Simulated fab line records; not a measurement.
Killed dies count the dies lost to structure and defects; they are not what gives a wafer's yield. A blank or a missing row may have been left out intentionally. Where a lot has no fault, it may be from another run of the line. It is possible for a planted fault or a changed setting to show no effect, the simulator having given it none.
fab line records	flow berkeleyCmos170
record: lots: 5	wafers: 23
route steps=331 shown M1@244 M2@272 V2@302 M3@310
startH: hours from the record's opening day to when the first of the lot's shown wafers began	waitH: hours from the lot's prior step to this one	" the same as in the row above	L1.1+2: several wafers, shown together as one row	- no value present, or no start provided	* or withheld: withheld	< > ~ a bound
route shown NAME@n: a module of which the file shows steps, and the number in the route of the first	usual: mean and standard deviation over wafers with no fault	same: alike in all rows	chamber/n: place in a boat	sites: each site's reading	_std_site: their standard deviation	_edge_site: mean of outer sites minus mean of inner sites	radiusMm: how far each site lies from the wafer's centre	mask NAME#n: copy n	behind: the most recent tool/chamber to have shaped the wafer	hold: the reason the lot was held/the length of the hold in hours/how it ended	device: transistor that didn't switch, given as n, p or np	end of line: the tests these same wafers got at the end of their route	a step without rows: its recipe alone	killed: dies that structure and defects cost at the first sort, which is not the same as the wafer's yield	map: a wafer's dies, x killed, . not, _ none there
set.NAME: the setting that was run; set.NAME@STEP: the one run at that earlier step	model.NAME: the simulator's own value behind a step, which no gauge read
lots where settings were altered on purpose, with a table for each step and a row for each wafer
== steps ==
step: UCB170_M1_EXPOSE_06
recipe: maskId: METAL1	targetCdNm: 700	na: 0.5	sigmaOuter: 0.6	sourceShape: conventional	doseMj: 21
lot.wafer	tool	chamber	startH	waitH	mask	set.doseMj
L074.1+3+5	krfScanner-02	0	156.29	-	METAL1#0	21
L074.2+6	"	0	"	"	METAL1#0	21.81
L077.1+2+3+4+5	krfScanner-02	0	168.97	-	METAL1#0	21
L079.1+3+6	krfScanner-02	0	172.93	-	METAL1#0	21
L082.1+4+5	krfScanner-02	0	189.81	-	METAL1#0	22.08
L082.2+3	"	0	"	"	METAL1#0	21
L085.1+3	krfScanner-01	0	200.23	-	METAL1#0	20.24
L085.2+4+5	"	0	"	"	METAL1#0	21
step: UCB170_M1_PEB_07
recipe: pebTempC: 130	pebTimeS: withheld	resist: KrF
step: UCB170_M1_DEVELOP_08
recipe: developer: TMAH	developTimeS: 45	resist: KrF	devTempC: 21
step: UCB170_M1_CD_MEAS_09
recipe: targetCdNm: 700
usual: cdNm: 700.1/1.9
lot.wafer	tool	chamber	startH	waitH	set.doseMj@M1_EXPOSE_06	cdNm
L074.1	cdSem-02	-	156.84	-	21	704.2
L074.2	"	-	"	"	21.81	697.8
L074.3	"	-	"	"	21	704.8
L074.5	"	-	"	"	21	702.5
L074.6	"	-	"	"	21.81	696.7
L077.1	cdSem-01	-	169.36	-	21	701.6
L077.2	"	-	"	"	21	699.0
L077.3	"	-	"	"	21	699.9
L077.4	"	-	"	"	21	699.7
L077.5	"	-	"	"	21	698.0
L079.1	cdSem-01	-	173.32	-	21	701.0
L079.3	"	-	"	"	21	700.5
L079.6	"	-	"	"	21	700.6
L082.1	cdSem-02	-	190.28	-	22.08	689.9
L082.2	"	-	"	"	21	698.8
L082.3	"	-	"	"	21	697.7
L082.4	"	-	"	"	22.08	689.4
L082.5	"	-	"	"	22.08	689.1
L085.1	cdSem-02	-	200.62	-	20.24	705.6
L085.2	"	-	"	"	21	700.4
L085.3	"	-	"	"	20.24	704.9
L085.4	"	-	"	"	21	698.6
L085.5	"	-	"	"	21	700.0
step: UCB170_M1_ETCH_11
recipe: chemistry: N2/H2	targetDepthA: withheld	overetchA: withheld	target: BARC	timeS: withheld	sourceW: 500	biasW: 100	pressureMtorr: 30	n2FlowSccm: 100	h2FlowSccm: 200
lot.wafer	tool	chamber	startH	waitH	set.doseMj@M1_EXPOSE_06	model.M1.cdNm
L074.1	rieDiel-03	0	156.99	0.0	21	702.2
L074.2	"	3	"	"	21.81	699.2
L074.3	"	1	"	"	21	705.9
L074.5	"	1	"	"	21	704.3
L074.6	"	0	"	"	21.81	694.9
L077.1	rieDiel-04	1	169.52	0.0	21	701.4
L077.2	"	2	"	"	21	699.7
L077.3	"	0	"	"	21	700
L077.4	"	3	"	"	21	700.2
L077.5	"	0	"	"	21	698
L079.1	rieDiel-04	3	173.48	0.0	21	700.7
L079.3	"	2	"	"	21	701
L079.6	"	2	"	"	21	700.5
L082.1	rieDiel-04	1	190.44	0.0	22.08	690
L082.2	"	3	"	"	21	698.7
L082.3	"	2	"	"	21	698.2
L082.4	"	2	"	"	22.08	689.8
L082.5	"	3	"	"	22.08	688.3
L085.1	rieDiel-03	3	200.77	0.0	20.24	706.4
L085.2	"	1	"	"	21	701
L085.3	"	2	"	"	20.24	705.9
L085.4	"	0	"	"	21	697.3
L085.5	"	1	"	"	21	700.9
step: UCB170_M2_SPUTTER_01
recipe: material: Al	targetThkNm: 900	timeS: 120	powerW: 6000	chamberPressurePa: 0.5
lot.wafer	tool	chamber	startH	waitH	set.timeS	model.Al_of_M2_SPUTTER_01.thkNm
L074.1	pvdSputter-03	-	165.95	0.0	120	900.9
L074.2	"	-	"	"	109.7	827.9
L074.3	"	-	"	"	120	883.5
L074.5	"	-	"	"	109.7	830.3
L074.6	"	-	"	"	120	888.5
L077.1	pvdSputter-04	-	178.32	0.0	120	900.4
L077.2	"	-	"	"	129	966.2
L077.3	"	-	"	"	120	885.8
L077.4	"	-	"	"	120	904.6
L077.5	"	-	"	"	129	962.1
L079.1	pvdSputter-03	-	181.43	0.0	120	911.8
L079.3	"	-	"	"	120	890
L079.6	"	-	"	"	120	913.8
L082.1	pvdSputter-01	-	198.71	0.0	133	1008
L082.2	"	-	"	"	120	903.5
L082.3	"	-	"	"	120	900.8
L082.4	"	-	"	"	120	905.2
L082.5	"	-	"	"	133	1009
L085.1	pvdSputter-04	-	206.25	0.0	132.2	1010
L085.2	"	-	"	"	120	897.4
L085.3	"	-	"	"	120	904.2
L085.4	"	-	"	"	132.2	1015
L085.5	"	-	"	"	120	896
step: UCB170_M2_RS_MEAS_02
recipe: thkMeasGauge: four-point-probe	reads: Al_of_M2_SPUTTER_01
usual: M2_AL_RS: 0.0321/0.00046
lot.wafer	tool	chamber	startH	waitH	set.timeS@M2_SPUTTER_01	M2_AL_RS[ohm/sq]
L074.1	filmMetro-01	-	166.03	0.0	120	0.0322
L074.2	"	-	"	"	109.7	0.0350
L074.3	"	-	"	"	120	0.0328
L074.5	"	-	"	"	109.7	0.0349
L074.6	"	-	"	"	120	0.0326
L077.1	filmMetro-02	-	178.40	0.0	120	0.0322
L077.2	"	-	"	"	129	0.0300
L077.3	"	-	"	"	120	0.0327
L077.4	"	-	"	"	120	0.0320
L077.5	"	-	"	"	129	0.0301
L079.1	filmMetro-01	-	181.52	0.0	120	0.0317
L079.3	"	-	"	"	120	0.0325
L079.6	"	-	"	"	120	0.0317
L082.1	filmMetro-02	-	198.79	0.0	133	0.0287
L082.2	"	-	"	"	120	0.0320
L082.3	"	-	"	"	120	0.0321
L082.4	"	-	"	"	120	0.0319
L082.5	"	-	"	"	133	0.0287
L085.1	filmMetro-04	-	206.33	0.0	132.2	0.0286
L085.2	"	-	"	"	120	0.0322
L085.3	"	-	"	"	120	0.0320
L085.4	"	-	"	"	132.2	0.0284
L085.5	"	-	"	"	120	0.0323
step: UCB170_M2_THK_MEAS_03
recipe: thkMeasGauge: xrf	reads: Al_of_M2_SPUTTER_01
usual: M2_AL_THK: 902/14
lot.wafer	tool	chamber	startH	waitH	set.timeS@M2_SPUTTER_01	M2_AL_THK[nm]
L074.1	filmMetro-01	-	166.15	0.1	120	904
L074.2	"	-	"	"	109.7	834
L074.3	"	-	"	"	120	886
L074.5	"	-	"	"	109.7	828
L074.6	"	-	"	"	120	895
L077.1	filmMetro-02	-	178.52	0.1	120	898
L077.2	"	-	"	"	129	963
L077.3	"	-	"	"	120	883
L077.4	"	-	"	"	120	905
L077.5	"	-	"	"	129	960
L079.1	filmMetro-01	-	181.64	0.1	120	924
L079.3	"	-	"	"	120	892
L079.6	"	-	"	"	120	922
L082.1	filmMetro-02	-	198.91	0.1	133	1004
L082.2	"	-	"	"	120	905
L082.3	"	-	"	"	120	906
L082.4	"	-	"	"	120	910
L082.5	"	-	"	"	133	1008
L085.1	filmMetro-04	-	206.45	0.1	132.2	1009
L085.2	"	-	"	"	120	896
L085.3	"	-	"	"	120	908
L085.4	"	-	"	"	132.2	1013
L085.5	"	-	"	"	120	892
step: UCB170_M2_COAT_10
recipe: resist: KrF	spinRpm: 1500	resistThkNm: 900
lot.wafer	tool	chamber	startH	waitH	set.resistThkNm	model.KrF_of_M2_COAT_10.thkNm
L074.1	lithoTrack-04	0	-	-	900	899.1
L074.2	"	0	"	"	900	-
L074.3	"	0	"	"	934.4	930.4
L074.5	"	0	"	"	934.4	-
L074.6	"	0	"	"	900	896.8
L077.1	lithoTrack-03	0	-	-	900	900.1
L077.2	"	0	"	"	900	-
L077.3	"	0	"	"	940.5	943.1
L077.4	"	0	"	"	940.5	942.4
L077.5	"	0	"	"	940.5	-
L079.1	lithoTrack-03	0	-	-	900	904.8
L079.3	"	0	"	"	900	903.8
L079.6	"	0	"	"	900	904.7
L082.1+5	lithoTrack-03	0	-	-	900	-
L082.2	"	0	"	"	900	898.3
L082.3	"	0	"	"	900	897.9
L082.4	"	0	"	"	900	898.2
L085.1+4	lithoTrack-03	0	-	-	916.6	-
L085.2	"	0	"	"	916.6	919.4
L085.3	"	0	"	"	900	902.8
L085.5	"	0	"	"	900	900.5
step: UCB170_M2_SOFTBAKE_11
recipe: resist: KrF	tempC: 130	timeS: 60
step: UCB170_M2_EXPOSE_12
recipe: maskId: METAL2	targetCdNm: 700	na: 0.5	sigmaOuter: 0.6	sourceShape: conventional	doseMj: 26
step: UCB170_M2_ETCH_17
recipe: chemistry: N2/H2	targetDepthA: withheld	overetchA: withheld	target: BARC	timeS: withheld	sourceW: 500	biasW: 100	pressureMtorr: 30	n2FlowSccm: 100	h2FlowSccm: 200
step: UCB170_M2_METAL_ETCH_18
recipe: chemistry: Cl2/BCl3	target: Al	stopOn: SiO2	pressureMtorr: 12	targetDepthA: 11700	overEtchFrac: 0.3	timeS: 195	icpW: 600	biasW: 120	Cl2_flow_sccm: 90	bcl3FlowSccm: 45
usual: oesProductAu: 0.860/0.012
lot.wafer	tool	chamber	startH	waitH	set.timeS@M2_SPUTTER_01	set.resistThkNm@M2_COAT_10	oesProductAu	model.KrF_of_M2_COAT_10.thkNm
L074.1	rieMetal-01	0	168.44	-	120	900	0.857	219.6
L074.2	"	1	"	"	109.7	900	0.828	-
L074.3	"	0	"	"	120	934.4	0.851	253.3
L074.5	"	0	"	"	109.7	934.4	0.824	-
L074.6	"	1	"	"	120	900	0.864	210.8
L077.1	rieMetal-02	0	181.28	-	120	900	0.848	201.4
L077.2	"	1	"	"	129	900	0.888	-
L077.3	"	1	"	"	120	940.5	0.847	242.1
L077.4	"	0	"	"	120	940.5	0.863	242.8
L077.5	"	0	"	"	129	940.5	0.875	-
L079.1	rieMetal-01	0	183.58	-	120	900	0.867	237.2
L079.3	"	0	"	"	120	900	0.855	236.5
L079.6	"	0	"	"	120	900	0.862	231.5
L082.1	rieMetal-01	1	201.57	-	133	900	0.929	-
L082.2	"	0	"	"	120	900	0.859	213
L082.3	"	0	"	"	120	900	0.860	210.6
L082.4	"	1	"	"	120	900	0.870	210.9
L082.5	"	0	"	"	133	900	0.924	-
L085.1	rieMetal-01	1	208.90	-	132.2	916.6	0.925	-
L085.2	"	1	"	"	120	916.6	0.863	242.6
L085.3	"	1	"	"	120	900	0.870	222
L085.4	"	1	"	"	132.2	916.6	0.934	-
L085.5	"	1	"	"	120	900	0.864	222.1
step: UCB170_M2_STRIP_19
recipe: chemistry: O2	powerW: 400	pressureMtorr: 3500	platenTempC: withheld	o2FlowSccm: 400	overashFraction: 0.5
usual: oesProductAu: 0.549/0.011
lot.wafer	tool	chamber	startH	waitH	set.powerW	set.resistThkNm@M2_COAT_10	oesProductAu
L074.1	plasmaAsher-02	1	168.63	0.1	435.2	900	0.548
L074.2	"	0	"	"	435.2	900	0.556
L074.3	"	1	"	"	400	934.4	0.583
L074.5	"	1	"	"	400	934.4	0.587
L074.6	"	0	"	"	400	900	0.535
L077.1	plasmaAsher-01	1	181.47	0.1	400	900	0.536
L077.2	"	0	"	"	400	900	0.534
L077.3	"	0	"	"	400	940.5	0.570
L077.4	"	1	"	"	355.1	940.5	0.569
L077.5	"	1	"	"	355.1	940.5	0.577
L079.1	plasmaAsher-02	1	183.77	0.1	400	900	0.572
L079.3	"	0	"	"	400	900	0.573
L079.6	"	0	"	"	400	900	0.566
L082.1	plasmaAsher-02	0	201.76	0.1	400	900	0.539
L082.2	"	1	"	"	400	900	0.541
L082.3	"	1	"	"	400	900	0.529
L082.4	"	0	"	"	400	900	0.535
L082.5	"	1	"	"	400	900	0.548
L085.1	plasmaAsher-01	0	209.27	0.3	444.6	916.6	0.575
L085.2	"	1	"	"	400	916.6	0.577
L085.3	"	1	"	"	400	900	0.552
L085.4	"	0	"	"	400	916.6	0.571
L085.5	"	0	"	"	444.6	900	0.553
step: UCB170_V2_PEB_10
recipe: pebTempC: 130	pebTimeS: withheld	resist: KrF
lot.wafer	tool	chamber	startH	waitH	set.pebTempC
L074.1+2+3+5+6	lithoTrack-01	0	170.56	0.3	130
L077.1+3+5	lithoTrack-01	0	183.29	0.1	133
L077.2+4	"	0	"	"	130
L079.1+3+6	lithoTrack-02	0	185.48	0.1	130
L082.1+2+5	lithoTrack-02	0	203.42	0.1	127.8
L082.3+4	"	0	"	"	130
L085.1+4+5	lithoTrack-03	0	211.02	0.2	130
L085.2+3	"	0	"	"	127.6
step: UCB170_V2_DEVELOP_11
recipe: developer: TMAH	developTimeS: 45	resist: KrF	devTempC: 21
step: UCB170_V2_CD_MEAS_12
recipe: targetCdNm: 700
usual: cdNm: 700.9/1.4
lot.wafer	tool	chamber	startH	waitH	set.pebTempC@V2_PEB_10	cdNm
L074.1	cdSem-01	-	170.84	-	130	701.4
L074.2	"	-	"	"	130	700.3
L074.3	"	-	"	"	130	699.5
L074.5	"	-	"	"	130	700.4
L074.6	"	-	"	"	130	699.8
L077.1	cdSem-01	-	183.56	-	133	716.2
L077.2	"	-	"	"	130	701.0
L077.3	"	-	"	"	133	717.2
L077.4	"	-	"	"	130	698.9
L077.5	"	-	"	"	133	715.6
L079.1	cdSem-02	-	185.76	-	130	702.5
L079.3	"	-	"	"	130	702.6
L079.6	"	-	"	"	130	702.0
L082.1	cdSem-02	-	203.69	-	127.8	685.3
L082.2	"	-	"	"	127.8	685.2
L082.3	"	-	"	"	130	701.9
L082.4	"	-	"	"	130	702.0
L082.5	"	-	"	"	127.8	685.5
L085.1	cdSem-02	-	211.29	-	130	703.2
L085.2	"	-	"	"	127.6	685.9
L085.3	"	-	"	"	127.6	684.1
L085.4	"	-	"	"	130	700.4
L085.5	"	-	"	"	130	702.3
step: UCB170_V2_ETCH_14
recipe: chemistry: CHF3/CF4/Ar	target: SiO2	stopOn: Al	CHF3_flow_sccm: 45	cf4FlowSccm: 15	Ar_flow_sccm: 150	pressureMtorr: 200	rfW: 700	targetDepthA: 12500	overEtchFrac: 0.25	timeS: 291
lot.wafer	tool	chamber	startH	waitH	set.pebTempC@V2_PEB_10	model.V2.cdNm
L074.1	rieDiel-01	3	171.00	0.0	130	701.4
L074.2+6	"	2,3	"	"	130	699.4
L074.3	"	0	"	"	130	700
L074.5	"	0	"	"	130	700.5
L077.1	rieDiel-02	0	183.72	0.0	133	715.7
L077.2	"	2	"	"	130	701.8
L077.3	"	3	"	"	133	716.7
L077.4	"	1	"	"	130	697.8
L077.5	"	0	"	"	133	715.6
L079.1	rieDiel-02	3	185.91	0.0	130	702.5
L079.3+6	"	1,0	"	"	130	702.2
L082.1	rieDiel-03	3	203.85	0.0	127.8	683.6
L082.2	"	1	"	"	127.8	682.5
L082.3	"	2	"	"	130	701
L082.4	"	0	"	"	130	704
L082.5	"	1	"	"	127.8	682.6
L085.1	rieDiel-02	0	211.45	0.0	130	702
L085.2	"	1	"	"	127.6	683.4
L085.3	"	2	"	"	127.6	684.3
L085.4	"	3	"	"	130	700.3
L085.5	"	3	"	"	130	701.1
step: UCB170_V2_STRIP_15
recipe: chemistry: O2	powerW: 400	pressureMtorr: 3500	platenTempC: withheld	o2FlowSccm: 400	overashFraction: 0.5
step: UCB170_V2_CD_MEAS_90
recipe: targetCdNm: 700
usual: cdNm: 700.5/1.8
lot.wafer	tool	chamber	startH	waitH	set.pebTempC@V2_PEB_10	cdNm
L074.1	cdSem-02	-	171.27	0.1	130	701.3
L074.2	"	-	"	"	130	699.1
L074.3	"	-	"	"	130	699.9
L074.5	"	-	"	"	130	700.3
L074.6	"	-	"	"	130	699.9
L077.1	cdSem-01	-	184.00	0.1	133	715.9
L077.2	"	-	"	"	130	701.6
L077.3	"	-	"	"	133	716.8
L077.4	"	-	"	"	130	697.9
L077.5	"	-	"	"	133	715.4
L079.1	cdSem-02	-	186.19	0.1	130	702.2
L079.3	"	-	"	"	130	702.2
L079.6	"	-	"	"	130	702.4
L082.1	cdSem-02	-	204.13	0.1	127.8	683.6
L082.2	"	-	"	"	127.8	682.6
L082.3	"	-	"	"	130	701.0
L082.4	"	-	"	"	130	704.0
L082.5	"	-	"	"	127.8	682.6
L085.1	cdSem-01	-	211.73	0.1	130	702.0
L085.2	"	-	"	"	127.6	683.3
L085.3	"	-	"	"	127.6	684.2
L085.4	"	-	"	"	130	700.0
L085.5	"	-	"	"	130	701.1
step: UCB170_M3_SPUTTER_01
recipe: material: Al	targetThkNm: 900	timeS: 120	powerW: 6000	chamberPressurePa: 0.5
lot.wafer	tool	chamber	startH	waitH	set.powerW	model.Al_of_M3_SPUTTER_01.thkNm
L074.1	pvdSputter-03	-	171.46	0.0	5382	816.1
L074.2	"	-	"	"	5382	789.4
L074.3	"	-	"	"	5382	792.7
L074.5	"	-	"	"	6000	881.4
L074.6	"	-	"	"	6000	885.3
L077.1	pvdSputter-03	-	184.18	0.0	6000	895.8
L077.2	"	-	"	"	6000	907.4
L077.3	"	-	"	"	6000	889.4
L077.4	"	-	"	"	6000	891.4
L077.5	"	-	"	"	6000	890.3
L079.1	pvdSputter-02	-	186.38	0.0	6000	872.4
L079.3	"	-	"	"	6000	911.9
L079.6	"	-	"	"	6000	910.3
L082.1	pvdSputter-01	-	204.32	0.0	5437	806.7
L082.2	"	-	"	"	6000	899.4
L082.3	"	-	"	"	5437	819.9
L082.4	"	-	"	"	5437	806
L082.5	"	-	"	"	6000	890.6
L085.1	pvdSputter-02	-	211.92	0.0	6718	990.6
L085.2	"	-	"	"	6000	919.2
L085.3	"	-	"	"	6718	1035
L085.4	"	-	"	"	6000	880.6
L085.5	"	-	"	"	6000	914.9
step: UCB170_M3_RS_MEAS_02
recipe: thkMeasGauge: four-point-probe	reads: Al_of_M3_SPUTTER_01
usual: M3_AL_RS: 0.0323/0.00047
lot.wafer	tool	chamber	startH	waitH	set.powerW@M3_SPUTTER_01	M3_AL_RS[ohm/sq]
L074.1	filmMetro-04	-	171.54	0.0	5382	0.0355
L074.2	"	-	"	"	5382	0.0366
L074.3	"	-	"	"	5382	0.0365
L074.5	"	-	"	"	6000	0.0329
L074.6	"	-	"	"	6000	0.0326
L077.1	filmMetro-02	-	184.27	0.0	6000	0.0323
L077.2	"	-	"	"	6000	0.0319
L077.3	"	-	"	"	6000	0.0325
L077.4	"	-	"	"	6000	0.0325
L077.5	"	-	"	"	6000	0.0325
L079.1	filmMetro-03	-	186.46	0.0	6000	0.0331
L079.3	"	-	"	"	6000	0.0316
L079.6	"	-	"	"	6000	0.0318
L082.1	filmMetro-02	-	204.40	0.0	5437	0.0359
L082.2	"	-	"	"	6000	0.0322
L082.3	"	-	"	"	5437	0.0354
L082.4	"	-	"	"	5437	0.0360
L082.5	"	-	"	"	6000	0.0325
L085.1	filmMetro-03	-	212.00	0.0	6718	0.0292
L085.2	"	-	"	"	6000	0.0315
L085.3	"	-	"	"	6718	0.0279
L085.4	"	-	"	"	6000	0.0329
L085.5	"	-	"	"	6000	0.0316
step: UCB170_M3_THK_MEAS_03
recipe: thkMeasGauge: xrf	reads: Al_of_M3_SPUTTER_01
usual: M3_AL_THK: 894/14
lot.wafer	tool	chamber	startH	waitH	set.powerW@M3_SPUTTER_01	M3_AL_THK[nm]
L074.1	filmMetro-04	-	171.66	0.1	5382	812
L074.2	"	-	"	"	5382	784
L074.3	"	-	"	"	5382	788
L074.5	"	-	"	"	6000	873
L074.6	"	-	"	"	6000	884
L077.1	filmMetro-02	-	184.39	0.1	6000	894
L077.2	"	-	"	"	6000	905
L077.3	"	-	"	"	6000	887
L077.4	"	-	"	"	6000	892
L077.5	"	-	"	"	6000	891
L079.1	filmMetro-03	-	186.58	0.1	6000	866
L079.3	"	-	"	"	6000	907
L079.6	"	-	"	"	6000	901
L082.1	filmMetro-02	-	204.52	0.1	5437	809
L082.2	"	-	"	"	6000	901
L082.3	"	-	"	"	5437	820
L082.4	"	-	"	"	5437	807
L082.5	"	-	"	"	6000	891
L085.1	filmMetro-03	-	212.12	0.1	6718	984
L085.2	"	-	"	"	6000	922
L085.3	"	-	"	"	6718	1033
L085.4	"	-	"	"	6000	876
L085.5	"	-	"	"	6000	909
step: UCB170_M3_PEB_13
recipe: pebTempC: 130	pebTimeS: withheld	resist: KrF
lot.wafer	tool	chamber	startH	waitH	set.pebTempC
L074.1+3+5	lithoTrack-04	0	173.89	0.4	127.8
L074.2+6	"	0	"	"	130
L077.1+2+4	lithoTrack-03	0	185.79	0.1	128.2
L077.3+5	"	0	"	"	130
L079.1+3+6	lithoTrack-03	0	188.06	0.1	130
L082.1+4+5	lithoTrack-04	0	206.13	0.2	130
L082.2+3	"	0	"	"	132.6
L085.1+2	lithoTrack-03	0	213.73	0.4	128.6
L085.3+4+5	"	0	"	"	130
step: UCB170_M3_DEVELOP_14
recipe: developer: TMAH	developTimeS: 45	resist: KrF	devTempC: 21
step: UCB170_M3_CD_MEAS_15
recipe: targetCdNm: 700
usual: cdNm: 700.5/1.3
lot.wafer	tool	chamber	startH	waitH	set.pebTempC@M3_PEB_13	cdNm
L074.1	cdSem-02	-	174.16	-	127.8	715.0
L074.2	"	-	"	"	130	700.2
L074.3	"	-	"	"	127.8	715.8
L074.5	"	-	"	"	127.8	716.0
L074.6	"	-	"	"	130	699.6
L077.1	cdSem-01	-	186.06	-	128.2	713.0
L077.2	"	-	"	"	128.2	713.2
L077.3	"	-	"	"	130	700.4
L077.4	"	-	"	"	128.2	713.6
L077.5	"	-	"	"	130	699.3
L079.1	cdSem-02	-	188.33	-	130	703.2
L079.3	"	-	"	"	130	702.3
L079.6	"	-	"	"	130	701.9
L082.1	cdSem-02	-	206.41	-	130	700.7
L082.2	"	-	"	"	132.6	684.4
L082.3	"	-	"	"	132.6	684.3
L082.4	"	-	"	"	130	699.4
L082.5	"	-	"	"	130	700.9
L085.1	cdSem-02	-	214.00	-	128.6	712.3
L085.2	"	-	"	"	128.6	711.9
L085.3	"	-	"	"	130	701.7
L085.4	"	-	"	"	130	702.0
L085.5	"	-	"	"	130	701.6
== key ==
split: step: UCB170_M1_EXPOSE_06	setting: doseMj	stated: 21	by: wafer
response: step: UCB170_M1_CD_MEAS_09	reading: cdNm	change: -1.67	per: 1%	r: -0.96
response: step: UCB170_M1_ETCH_11	reading: model.M1.cdNm	change: -1.79	per: 1%	r: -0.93
split: step: UCB170_M2_SPUTTER_01	setting: timeS	stated: 120	by: wafer
response: step: UCB170_M2_SPUTTER_01	reading: model.Al_of_M2_SPUTTER_01.thkNm	change: +9.49	per: 1%	r: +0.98
response: step: UCB170_M2_RS_MEAS_02	reading: M2_AL_RS	change: -0.000317	per: 1%	r: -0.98
response: step: UCB170_M2_THK_MEAS_03	reading: M2_AL_THK	change: +9.28	per: 1%	r: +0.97
response: step: UCB170_M2_METAL_ETCH_18	reading: oesProductAu	change: +0.00522	per: 1%	r: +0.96
split: step: UCB170_M2_COAT_10	setting: resistThkNm	stated: 900	by: wafer
response: step: UCB170_M2_COAT_10	reading: model.KrF_of_M2_COAT_10.thkNm	change: +9.11	per: 1%	r: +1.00
response: step: UCB170_M2_METAL_ETCH_18	reading: model.KrF_of_M2_COAT_10.thkNm	change: +9.62	per: 1%	r: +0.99
response: step: UCB170_M2_STRIP_19	reading: oesProductAu	change: +0.00924	per: 1%	r: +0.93
split: step: UCB170_M2_STRIP_19	setting: powerW	stated: 400	by: wafer
response none clear
split: step: UCB170_V2_PEB_10	setting: pebTempC	stated: 130	by: wafer
response: step: UCB170_V2_CD_MEAS_12	reading: cdNm	change: +8.39	per: 1%	r: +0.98
response: step: UCB170_V2_ETCH_14	reading: model.V2.cdNm	change: +8.84	per: 1%	r: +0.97
response: step: UCB170_V2_CD_MEAS_90	reading: cdNm	change: +8.86	per: 1%	r: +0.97
split: step: UCB170_M3_SPUTTER_01	setting: powerW	stated: 6000	by: wafer
response: step: UCB170_M3_SPUTTER_01	reading: model.Al_of_M3_SPUTTER_01.thkNm	change: +8.73	per: 1%	r: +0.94
response: step: UCB170_M3_RS_MEAS_02	reading: M3_AL_RS	change: -0.000322	per: 1%	r: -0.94
response: step: UCB170_M3_THK_MEAS_03	reading: M3_AL_THK	change: +8.66	per: 1%	r: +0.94
split: step: UCB170_M3_PEB_13	setting: pebTempC	stated: 130	by: wafer
response: step: UCB170_M3_CD_MEAS_15	reading: cdNm	change: -8.89	per: 1%	r: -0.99
